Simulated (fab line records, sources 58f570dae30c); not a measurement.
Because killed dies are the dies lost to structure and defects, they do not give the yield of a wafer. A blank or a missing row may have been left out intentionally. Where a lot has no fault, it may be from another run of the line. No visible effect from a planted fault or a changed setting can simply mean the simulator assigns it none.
Which tool is to blame? ; flow berkeley_cmos170 ; 14 lots, 42 wafers sampled, at 3 steps of a route of 331

WHAT THE GAUGES READ, wafer by wafer
UCB170_PWELL_THK_MEAS_06.
lot;measured;on;PWELL_NITRIDE_THK (nm)
L943;day 3 09:14;film_metro-01;218.8 218.6 219.3
L946;day 3 23:16;film_metro-04;222.8 220.8 220.8
L945;day 3 23:17;film_metro-02;222.0 220.3 221.2
L947;day 3 23:17;film_metro-01;221.9 217.7 221.1
L948;day 4 18:43;film_metro-02;221.4 221.9 221.0
L954;day 5 15:47;film_metro-04;223.4 224.0 223.5
L953;day 5 15:48;film_metro-01;223.5 222.4 222.5
L956;day 6 13:35;film_metro-01;216.5 217.1 215.5
L957;day 6 13:36;film_metro-02;217.3 217.1 220.0
L959;day 6 18:32;film_metro-01;221.1 219.5 218.9
L960;day 7 05:59;film_metro-04;221.4 221.1 219.6
L961;day 7 05:59;film_metro-02;219.5 219.1 220.7
L964;day 7 19:04;film_metro-02;219.6 220.8 220.4
L966;day 8 02:53;film_metro-02;220.1 221.4 222.5

UCB170_PWELL_OVL_MEAS_13.
lot;measured;on;PWELL_OVL (nm)
L943;day 3 10:41;overlay-02;13 7 14
L946;day 4 00:10;overlay-01;3 3 9
L945;day 4 00:26;overlay-02;8 2 16
L947;day 4 00:41;overlay-01;14 6 8
L948;day 4 21:07;overlay-02;13 12 9
L954;day 5 18:47;overlay-02;3 6 0
L953;day 5 18:38;overlay-02;-3 3 8
L956;day 6 15:20;overlay-01;-1 -4 -1
L957;day 6 15:41;overlay-02;- - -
L959;day 6 20:29;overlay-02;- - -
L960;day 7 08:33;overlay-02;-1 3 6
L961;day 7 08:49;overlay-01;9 -3 13
L964;day 7 20:24;overlay-02;2 -5 6
L966;day 8 05:14;overlay-02;5 0 3

WHICH TOOL RAN EACH LOT (tool, then ch and the chambers of the sampled wafers, then the start)
lot;UCB170_PWELL_EXPOSE_10
L943;krf_scanner-02 ch 0, day 3 10:03
L946;krf_scanner-01 ch 0, day 3 23:46
L945;krf_scanner-02 ch 0, day 4 00:03
L947;krf_scanner-01 ch 0, day 4 00:19
L948;krf_scanner-01 ch 0, day 4 20:02
L954;krf_scanner-02 ch 0, day 5 17:41
L953;krf_scanner-02 ch 0, day 5 17:36
L956;krf_scanner-02 ch 0, day 6 14:40
L957;krf_scanner-01, day 6 14:56
L959;krf_scanner-01, day 6 19:37
L960;krf_scanner-02 ch 0, day 7 07:28
L961;krf_scanner-01 ch 0, day 7 07:46
L964;krf_scanner-02 ch 0, day 7 19:51
L966;krf_scanner-02 ch 0, day 8 04:30
- UCB170_PWELL_EXPOSE_10: exposes mask PWELL, target cd 3000 nm.

AS READ BY THE TOOLS THEMSELVES (means over the sampled wafers that have a number; for cases with no such wafer, the mark the record gives instead)
UCB170_PWELL_EXPOSE_10.
lot;tool;exposure_dose_mJ_cm2;focus_offset_nm (nm)
L943;krf_scanner-02;19.003;0.3
L946;krf_scanner-01;18.999;0.9
L945;krf_scanner-02;19.008;0.2
L947;krf_scanner-01;19.005;-0.4
L948;krf_scanner-01;18.981;0.7
L954;krf_scanner-02;19.014;0.2
L953;krf_scanner-02;19.014;0.9
L956;krf_scanner-02;19.011;0.1
L957;krf_scanner-01;-;-
L959;krf_scanner-01;-;-
L960;krf_scanner-02;18.993;0.0
L961;krf_scanner-01;18.991;-0.1
L964;krf_scanner-02;19.023;-0.2
L966;krf_scanner-02;18.997;0.0

THE ANSWER, worked out from the rows above alone
Rule: usual is defined by the lots themselves. The widest of any qualifying gaps counts: lots, ordered by their means at a reading, are off when they make up no more than a third of the lots, leave a main group of 4 or more, and stand apart from it by 3 or more times the standard deviation of that group's means. Not used: any main group whose means are identical at the precision the tables above print for the reading. Also off: a lot with no number at a reading for which 4 or more lots have one. Any other lot the step has rows for is counted as sound. The gauges are gone through in route order, then the tools' own readings, and for those a lot's mean is taken as printed above. The first step at which some lot is off is used, and at that step the reading that is off furthest; a lot without a number counts as furthest.
Off: L957, L959, seen at UCB170_PWELL_OVL_MEAS_13 (PWELL_OVL). Without a number there: L957, L959. The main group: mean 5 nm, standard deviation 4.1.
If a tool, at a process step before that reading, ran all the lots that are off and no sound lot after the first of them, it fits. The gauges at UCB170_PWELL_OVL_MEAS_13 aren't tried: what is off there is off at UCB170_PWELL_EXPOSE_10 too, on other tools, and a gauge's error can't cause that. Of those tried, none fits.

WHAT THE SIMULATOR HAD INSERTED
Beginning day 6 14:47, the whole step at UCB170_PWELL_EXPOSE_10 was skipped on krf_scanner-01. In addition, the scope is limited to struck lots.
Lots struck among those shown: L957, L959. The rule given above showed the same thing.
